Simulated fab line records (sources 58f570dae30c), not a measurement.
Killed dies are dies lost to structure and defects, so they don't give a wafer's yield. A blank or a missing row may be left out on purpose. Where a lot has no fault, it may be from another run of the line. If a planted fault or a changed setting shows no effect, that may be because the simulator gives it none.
fab line records ; flow berkeleyCmos170
[record] lots = 14; wafers = 42; lastDay = 11
route steps=331 shown PWELL@47 GATE@140 CONTACT@235 M1@251
lots untouched by any fault: they come from a run of this same line in which no faults occurred
startH: the number of hours between the record's first day and the start of the first shown wafer of the lot ; waitH: how many hours have passed since the lot's step before this one ; " same as the row above ; L1.1+2: a row that stands for several wafers ; - no value, or no start given ; * or withheld: withheld ; < > ~ a bound
route shown NAME@n: names a module that has steps shown in the file, with the first one's number in the route ; usual: mean/standard deviation taken from wafers without a fault ; same: alike in all rows ; chamber/n: place in a boat ; sites: each site's reading ; _std_site: the values' standard deviation ; _edge_site: the outer-site mean with the inner-site mean subtracted ; radiusMm: for every site, how far away it sits from the centre of the wafer ; mask NAME#n: copy n ; behind: tool/chamber where the wafer was last shaped ; hold: cause of the lot's hold/its duration in hours/its outcome ; device: the transistor (n, p or np) that didn't switch ; end of line: tests of these same wafers at the route's end ; step lacking rows: just its recipe ; killed: not the wafer's yield, but the dies lost to structure and defects at the first sort ; map: a wafer's dies, x killed, . not, _ none there
set.NAME: the setting as run; set.NAME@STEP: as run at that earlier step ; model.NAME: the simulator's own value behind a step, which no gauge read
route steps across a sampled set of lots; one table per step, one row per wafer
services: a tool's chamber out of use, with start hour (startH, from the record's first day; less than 0 if before it), hours out, and reason
[[steps]]
[step UCB170_PWELL_OVL_MEAS_13]
[usual] PWELL_OVL = 5/4.9
lot.wafer;tool;chamber;startH;waitH;PWELL_OVL[nm]
L158.3;overlay-01;-;56.95;-;5
L158.4;overlay-01;-;56.95;-;2
L158.6;overlay-01;-;56.95;-;0
L159.2;overlay-01;-;63.52;-;1
L159.4;overlay-01;-;63.52;-;8
L159.6;overlay-01;-;63.52;-;2
L162.1;overlay-01;-;80.83;-;-3
L162.2;overlay-01;-;80.83;-;-6
L162.3;overlay-01;-;80.83;-;-3
L161.2;overlay-01;-;83.12;-;1
L161.3;overlay-01;-;83.12;-;8
L161.6;overlay-01;-;83.12;-;3
L164.3;overlay-01;-;83.91;-;4
L164.5;overlay-01;-;83.91;-;2
L164.6;overlay-01;-;83.91;-;3
L165.1;overlay-01;-;84.18;-;-1
L165.4;overlay-01;-;84.18;-;5
L165.5;overlay-01;-;84.18;-;-3
L166.1;overlay-01;-;86.00;-;16
L166.3;overlay-01;-;86.00;-;16
L166.6;overlay-01;-;86.00;-;12
L168.2;overlay-01;-;99.18;-;8
L168.5;overlay-01;-;99.18;-;6
L168.6;overlay-01;-;99.18;-;5
L169.3;overlay-01;-;106.64;-;5
L169.4;overlay-01;-;106.64;-;4
L169.5;overlay-01;-;106.64;-;9
L171.3;overlay-02;-;114.89;-;5
L171.5;overlay-02;-;114.89;-;7
L171.6;overlay-02;-;114.89;-;10
L172.3;overlay-02;-;126.21;-;-5
L172.5;overlay-02;-;126.21;-;1
L172.6;overlay-02;-;126.21;-;-6
L174.2;overlay-01;-;126.37;-;7
L174.3;overlay-01;-;126.37;-;8
L174.5;overlay-01;-;126.37;-;7
L177.4;overlay-02;-;146.52;-;5
L177.5;overlay-02;-;146.52;-;-2
L177.6;overlay-02;-;146.52;-;1
L179.3;overlay-01;-;157.64;-;10
L179.4;overlay-01;-;157.64;-;3
L179.5;overlay-01;-;157.64;-;8
[step UCB170_GATE_ETCH_14]
[recipe] chemistry = N2/H2; targetDepthA = withheld; overetchA = withheld; target = BARC; timeS = withheld; sourceW = 500; biasW = 100; pressureMtorr = 30; n2FlowSccm = 100; h2FlowSccm = 200
[usual] drypumpMotorCurrentA = 5.7/0.45; h2FlowSccm = 199.9/0.62; oesProductAu = 1.003/0.017; throttleValvePct = 13.33/0.15
lot.wafer;tool;chamber;startH;waitH;drypumpMotorCurrentA;h2FlowSccm;oesProductAu;throttleValvePct
L158.3;rieDiel-02;0;118.38;0.0;6.1;199.5;1.015;13.53
L158.4;rieDiel-02;0;118.38;0.0;6.1;199.3;1.024;13.52
L158.6;rieDiel-02;1;118.38;0.0;5.4;200.6;1.006;13.21
L159.2;rieDiel-01;3;130.98;0.0;6.2;200.1;1.020;13.17
L159.4;rieDiel-01;1;130.98;0.0;5.7;198.7;0.988;13.50
L159.6;rieDiel-01;1;130.98;0.0;5.7;200.4;0.971;13.50
L165.1;rieDiel-03;0;149.85;0.0;6.7;200.8;1.003;13.14
L165.4;rieDiel-03;2;149.85;0.0;5.7;200.0;1.018;13.50
L165.5;rieDiel-03;2;149.85;0.0;5.7;200.4;1.028;13.49
L166.1;rieDiel-01;3;149.93;0.0;6.2;199.5;1.019;13.19
L166.3;rieDiel-01;2;149.93;0.0;5.4;198.9;1.003;13.46
L166.6;rieDiel-01;0;149.93;0.0;5.7;200.8;1.007;13.24
L162.1;rieDiel-02;0;150.12;0.0;6.1;199.2;1.019;13.54
L162.2;rieDiel-02;3;150.12;0.0;5.5;199.6;0.977;13.47
L162.3;rieDiel-02;2;150.12;0.0;5.5;199.9;1.029;13.22
L164.3;rieDiel-03;1;150.24;0.0;5.1;199.0;0.998;13.14
L164.5;rieDiel-03;1;150.24;0.0;5.1;199.7;0.992;13.15
L164.6;rieDiel-03;0;150.24;0.0;6.6;199.1;1.009;13.13
L161.2;rieDiel-01;2;150.43;0.0;5.4;199.9;1.016;13.46
L161.3;rieDiel-01;0;150.43;0.0;5.8;200.1;1.000;13.23
L161.6;rieDiel-01;0;150.43;0.0;5.8;200.8;1.002;13.24
L168.2;rieDiel-03;3;162.89;0.0;5.6;200.9;0.980;13.35
L168.5;rieDiel-03;1;162.89;0.0;5.0;200.1;0.999;13.14
L168.6;rieDiel-03;0;162.89;0.0;6.6;199.3;1.004;13.14
L169.3;rieDiel-01;2;169.28;0.0;5.4;199.4;1.008;13.47
L169.4;rieDiel-01;3;169.28;0.0;6.2;199.6;1.025;13.18
L169.5;rieDiel-01;1;169.28;0.0;5.6;201.6;0.974;13.50
L171.3;rieDiel-01;1;184.17;0.0;5.7;199.5;0.979;13.49
L171.5;rieDiel-01;3;184.17;0.0;6.3;199.1;1.034;13.18
L171.6;rieDiel-01;0;184.17;0.0;5.7;201.2;1.018;13.24
L174.2;rieDiel-03;0;195.97;0.0;6.6;200.5;1.002;13.13
L174.3;rieDiel-03;1;195.97;0.0;5.0;200.5;0.991;13.15
L174.5;rieDiel-03;2;195.97;0.0;5.7;200.4;1.012;13.49
L172.3;rieDiel-03;0;196.33;0.0;6.6;200.1;1.012;13.13
L172.5;rieDiel-03;1;196.33;0.0;5.0;199.1;0.991;13.15
L172.6;rieDiel-03;2;196.33;0.0;5.7;200.0;1.005;13.49
L177.4;rieDiel-03;3;209.62;0.0;5.6;200.5;0.976;13.34
L177.5;rieDiel-03;1;209.62;0.0;5.0;200.6;1.000;13.14
L177.6;rieDiel-03;0;209.62;0.0;6.6;199.3;1.007;13.13
L179.3;rieDiel-02;0;223.78;0.0;6.1;200.5;1.004;13.53
L179.4;rieDiel-02;1;223.78;0.0;5.4;199.6;0.999;13.18
L179.5;rieDiel-02;3;223.78;0.0;5.5;200.5;0.986;13.47
[step UCB170_GATE_CD_MEAS_90]
[recipe] targetCdNm = 350
[usual] cdNm = 350.1/1.5
lot.wafer;tool;chamber;startH;waitH;cdNm
L158.3;cdSem-01;-;118.78;0.2;349.6
L158.4;cdSem-01;-;118.78;0.2;349.0
L158.6;cdSem-01;-;118.78;0.2;350.3
L159.2;cdSem-02;-;131.19;0.1;351.0
L159.4;cdSem-02;-;131.19;0.1;350.6
L159.6;cdSem-02;-;131.19;0.1;349.7
L165.1;cdSem-01;-;150.04;0.1;350.0
L165.4;cdSem-01;-;150.04;0.1;350.7
L165.5;cdSem-01;-;150.04;0.1;351.4
L166.1;cdSem-01;-;150.16;0.1;352.2
L166.3;cdSem-01;-;150.16;0.1;353.0
L166.6;cdSem-01;-;150.16;0.1;352.0
L162.1;cdSem-02;-;150.32;0.1;350.8
L162.2;cdSem-02;-;150.32;0.1;351.4
L162.3;cdSem-02;-;150.32;0.1;349.4
L164.3;cdSem-02;-;150.48;0.1;348.5
L164.5;cdSem-02;-;150.48;0.1;348.2
L164.6;cdSem-02;-;150.48;0.1;346.9
L161.2;cdSem-01;-;150.64;0.1;348.7
L161.3;cdSem-01;-;150.64;0.1;348.3
L161.6;cdSem-01;-;150.64;0.1;348.9
L168.2;cdSem-02;-;163.10;0.1;346.6
L168.5;cdSem-02;-;163.10;0.1;346.4
L168.6;cdSem-02;-;163.10;0.1;346.3
L169.3;cdSem-01;-;169.51;0.1;349.0
L169.4;cdSem-01;-;169.51;0.1;348.6
L169.5;cdSem-01;-;169.51;0.1;348.3
L171.3;cdSem-01;-;184.40;0.1;349.5
L171.5;cdSem-01;-;184.40;0.1;348.4
L171.6;cdSem-01;-;184.40;0.1;349.5
L174.2;cdSem-01;-;196.67;0.6;348.5
L174.3;cdSem-01;-;196.67;0.6;348.5
L174.5;cdSem-01;-;196.67;0.6;350.7
L172.3;cdSem-01;-;197.05;0.6;342.4
L172.5;cdSem-01;-;197.05;0.6;348.7
L172.6;cdSem-01;-;197.05;0.6;348.3
L177.4;cdSem-01;-;209.87;0.1;351.4
L177.5;cdSem-01;-;209.87;0.1;349.9
L177.6;cdSem-01;-;209.87;0.1;345.2
L179.3;cdSem-02;-;224.01;0.1;352.1
L179.4;cdSem-02;-;224.01;0.1;350.2
L179.5;cdSem-02;-;224.01;0.1;350.9
[step UCB170_CONTACT_STRIP_19]
[recipe] chemistry = O2; powerW = 400; pressureMtorr = 3500; platenTempC = withheld; o2FlowSccm = 400; overashFraction = 0.5
[usual] drypumpMotorCurrentA = 5.9/0.52; oesProductAu = 0.726/0.0043
lot.wafer;tool;chamber;startH;waitH;drypumpMotorCurrentA;oesProductAu;rfHoursCounterH
L158.3;plasmaAsher-03;0;146.78;-;6.2;0.722;-
L158.4;plasmaAsher-03;1;146.78;-;6.2;0.727;-
L158.6;plasmaAsher-03;1;146.78;-;6.2;0.734;-
L159.2;plasmaAsher-03;0;154.70;-;6.2;0.721;45
L159.4;plasmaAsher-03;1;154.70;-;6.2;0.729;-
L159.6;plasmaAsher-03;1;154.70;-;6.2;0.722;-
L165.1;plasmaAsher-03;1;171.06;-;6.2;0.734;48
L165.4;plasmaAsher-03;0;171.06;-;6.3;0.732;-
L165.5;plasmaAsher-03;0;171.06;-;6.3;0.732;-
L166.1;plasmaAsher-04;1;172.68;-;6.6;0.723;7
L166.3;plasmaAsher-04;1;172.68;-;6.7;0.725;-
L166.6;plasmaAsher-04;0;172.68;-;4.9;0.722;-
L162.1;plasmaAsher-03;0;172.76;-;6.3;0.726;48
L162.2;plasmaAsher-03;1;172.76;-;6.2;0.734;48
L162.3;plasmaAsher-03;1;172.76;-;6.2;0.732;-
L164.3;plasmaAsher-02;0;172.88;-;5.7;0.723;-
L164.5;plasmaAsher-02;1;172.88;-;5.5;0.733;-
L164.6;plasmaAsher-02;0;172.88;-;5.6;0.719;-
L161.2;plasmaAsher-03;0;174.85;-;6.2;0.726;49
L161.3;plasmaAsher-03;0;174.85;-;6.2;0.721;-
L161.6;plasmaAsher-03;1;174.85;-;6.2;0.730;-
L168.2;plasmaAsher-03;0;183.57;-;6.3;0.721;50
L168.5;plasmaAsher-03;1;183.57;-;6.2;0.726;-
L168.6;plasmaAsher-03;0;183.57;-;6.2;0.731;-
L169.3;plasmaAsher-02;0;193.14;-;5.7;0.723;-
L169.4;plasmaAsher-02;1;193.14;-;5.5;0.723;-
L169.5;plasmaAsher-02;0;193.14;-;5.7;0.727;-
L171.3;plasmaAsher-03;0;208.72;-;6.3;0.720;-
L171.5;plasmaAsher-03;0;208.72;-;6.2;0.734;-
L171.6;plasmaAsher-03;1;208.72;-;6.2;0.725;-
L174.2;plasmaAsher-03;1;217.32;-;6.2;0.726;54
L174.3;plasmaAsher-03;0;217.32;-;6.2;0.726;-
L174.5;plasmaAsher-03;1;217.32;-;6.2;0.723;-
L172.3;plasmaAsher-04;1;217.47;-;6.7;0.726;-
L172.5;plasmaAsher-04;1;217.47;-;6.6;0.727;-
L172.6;plasmaAsher-04;0;217.47;-;4.9;0.729;-
L177.4;plasmaAsher-02;0;226.32;-;5.7;0.729;-
L177.5;plasmaAsher-02;0;226.32;-;5.7;0.718;-
L177.6;plasmaAsher-02;1;226.32;-;5.5;0.725;-
L179.3;plasmaAsher-02;1;243.22;-;5.5;0.723;-
L179.4;plasmaAsher-02;0;243.22;-;5.7;0.726;-
L179.5;plasmaAsher-02;1;243.22;-;5.5;0.727;-
[step UCB170_M1_STRIP_13]
[recipe] chemistry = O2; powerW = 400; pressureMtorr = 3500; platenTempC = withheld; o2FlowSccm = 400; overashFraction = 0.5
[usual] drypumpMotorCurrentA = 5.9/0.32; oesProductAu = 0.720/0.0048
lot.wafer;tool;chamber;startH;waitH;drypumpMotorCurrentA;oesProductAu;rfHoursCounterH
L158.3;plasmaAsher-03;0;149.39;0.1;6.2;0.722;-
L158.4;plasmaAsher-03;1;149.39;0.1;6.2;0.724;-
L158.6;plasmaAsher-03;0;149.39;0.1;6.2;0.725;-
L159.2;plasmaAsher-03;1;158.83;0.1;6.2;0.725;46
L159.4;plasmaAsher-03;0;158.83;0.1;6.2;0.720;-
L159.6;plasmaAsher-03;1;158.83;0.1;6.2;0.717;-
L165.1;plasmaAsher-03;0;173.32;0.1;6.2;0.710;48
L165.4;plasmaAsher-03;1;173.32;0.1;6.2;0.728;-
L165.5;plasmaAsher-03;0;173.32;0.1;6.2;0.712;-
L166.1;plasmaAsher-01;0;175.31;0.2;5.8;0.711;37
L166.3;plasmaAsher-01;1;175.31;0.2;5.5;0.730;-
L166.6;plasmaAsher-01;0;175.31;0.2;5.8;0.723;-
L162.1;plasmaAsher-02;1;175.50;0.1;5.5;0.717;48
L162.2;plasmaAsher-02;0;175.50;0.1;5.7;0.721;48
L162.3;plasmaAsher-02;0;175.50;0.1;5.7;0.727;-
L164.3;plasmaAsher-03;1;175.89;0.1;6.2;0.712;-
L164.5;plasmaAsher-03;1;175.89;0.1;6.2;0.716;-
L164.6;plasmaAsher-03;0;175.89;0.1;6.2;0.725;-
L161.2;plasmaAsher-02;0;177.33;0.1;5.7;0.725;48
L161.3;plasmaAsher-02;0;177.33;0.1;5.7;0.723;-
L161.6;plasmaAsher-02;1;177.33;0.1;5.5;0.729;-
L168.2;plasmaAsher-03;1;187.56;0.1;6.2;0.716;50
L168.5;plasmaAsher-03;1;187.56;0.1;6.2;0.725;-
L168.6;plasmaAsher-03;0;187.56;0.1;6.2;0.725;-
L169.3;plasmaAsher-03;0;195.90;0.1;6.2;0.714;-
L169.4;plasmaAsher-03;1;195.90;0.1;6.2;0.728;-
L169.5;plasmaAsher-03;1;195.90;0.1;6.1;0.721;-
L171.3;plasmaAsher-02;0;210.79;0.2;5.7;0.723;-
L171.5;plasmaAsher-02;1;210.79;0.2;5.5;0.717;-
L171.6;plasmaAsher-02;0;210.79;0.2;5.7;0.726;-
L174.2;plasmaAsher-01;0;219.54;0.1;5.8;0.715;42
L174.3;plasmaAsher-01;1;219.54;0.1;5.5;0.714;-
L174.5;plasmaAsher-01;1;219.54;0.1;5.5;0.716;-
L172.3;plasmaAsher-03;0;219.84;0.1;6.2;0.717;-
L172.5;plasmaAsher-03;1;219.84;0.1;6.2;0.729;-
L172.6;plasmaAsher-03;0;219.84;0.1;6.2;0.718;-
L177.4;plasmaAsher-03;0;229.09;0.1;6.2;0.725;-
L177.5;plasmaAsher-03;0;229.09;0.1;6.2;0.718;-
L177.6;plasmaAsher-03;1;229.09;0.1;6.2;0.720;-
L179.3;plasmaAsher-01;1;245.43;0.1;5.5;0.723;-
L179.4;plasmaAsher-01;0;245.43;0.1;5.8;0.723;-
L179.5;plasmaAsher-01;0;245.43;0.1;5.8;0.724;-
[[services]]
tool;chamber;startH;hours;kind
rieDiel-02;-;95.94;2.8;pm
rieDiel-02;2;100.22;4.2;repair
plasmaAsher-04;-;108.75;9.0;pm
plasmaAsher-04;0;108.75;9.0;ventCycle
plasmaAsher-04;1;108.75;9.0;ventCycle
rieDiel-02;2;110.71;-;clean
rieDiel-02;2;110.71;28.7;scheduledDown
rieDiel-02;2;110.71;28.7;ventCycle
plasmaAsher-04;0;117.75;-;clean
plasmaAsher-04;1;117.75;-;clean
rieDiel-02;1;139.41;-;clean
rieDiel-02;1;139.41;24.4;scheduledDown
rieDiel-02;1;139.41;24.4;ventCycle
rieDiel-02;-;155.32;15.6;pm
rieDiel-03;-;156.84;0.6;repair
rieDiel-02;3;182.20;9.9;repair
rieDiel-01;1;184.20;7.6;repair
rieDiel-01;0;193.88;22.3;repair
plasmaAsher-01;-;211.22;0.7;repair
rieDiel-01;1;212.77;5.0;repair
plasmaAsher-02;-;215.74;5.9;repair
plasmaAsher-03;-;225.04;2.9;repair
rieDiel-02;1;240.88;5.2;repair
[[key]]
[firstSign] step = UCB170_GATE_CD_MEAS_90; reading = cdNm; direction = down; sigmas = 4.3; usual = 350.1; struck = 343.8
effect none on later readings
metAt UCB170_GATE_ETCH_14
struckLots L172,L177
struckWafers L172.3,L177.6
testerLeftOut L172,L177
notActingAt UCB170_PWELL_OVL_MEAS_13,UCB170_CONTACT_STRIP_19,UCB170_M1_STRIP_13
onsetBetween 195.97 196.33
[fault] kind = processParameterDrift; tool = rieDiel-03; chamber = 0; onsetH = 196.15; steps = UCB170_GATE_ETCH_14; channel = timeS; offset = withheld; shape = step; endH = 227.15; actsIn = *
// testerLeftOut: of these lots the tester's yield and bins aren't shown, on N5 and GAA mostly nor the transistor test; their killed dies are dies lost to structure and defects alone, not to doping, threshold or leakage, so they don't give the yield
